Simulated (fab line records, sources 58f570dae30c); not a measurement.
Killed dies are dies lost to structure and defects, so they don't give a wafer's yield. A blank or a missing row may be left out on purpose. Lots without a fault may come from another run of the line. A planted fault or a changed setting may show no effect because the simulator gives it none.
Chamber matching | flow berkeley_cmos170 | UCB170_V2_CMP_02 on cmp-01: 3 sister chambers
The step polishes SiO2. 6 wafers are shown with their chamber, then 5 later ones without.

WAFERS WITH THEIR CHAMBER
wafer  | chamber | motor_current_A (A) | retaining_ring_pressure_frac
L368.6 | 2       | 15.7                | 0.988
L369.1 | 1       | 16.1                | 1.005
L369.2 | 3       | 15.7                | 0.992
L369.6 | 2       | 16.7                | 0.999
L377.1 | 3       | 16.1                | 1.002
L377.5 | 1       | 15.3                | 1.000

WAFERS WITHOUT THEIR CHAMBER
wafer  | motor_current_A (A) | retaining_ring_pressure_frac
L380.2 | 16.7                | 1.003
L380.6 | 16.5                | 1.002
L382.1 | 17.3                | 1.000
L382.4 | 16.1                | 0.990
L382.5 | 16.1                | 1.001

WHICH CHAMBER EACH WENT THROUGH
wafer  | from the rows above          | in truth
L380.2 | can't be placed: 3 or 2 or 1 | 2
L380.6 | can't be placed: 3 or 2 or 1 | 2
L382.1 | can't be placed: 2 or 3 or 1 | 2
L382.4 | can't be placed: 2 or 3 or 1 | 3
L382.5 | can't be placed: 3 or 1 or 2 | 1
Placed correctly: 0 of 5. Can't be placed from these rows: 5 (the true chamber is among the candidates in 5). Placed wrongly: 0.
How it was worked out, from the rows above alone: a wafer's distance from a chamber is the root of the sum, over the readings, of the square of ((its reading less the chamber's mean) divided by the reading's scatter). The wafer belongs to the nearest chamber; if the next one is less than 2 further off, it can't be placed. A chamber's mean is the mean of its shown wafers. The scatter: the root of (the sum of the squares of (reading less its chamber's mean) over the shown wafers, divided by (wafers less chambers)).
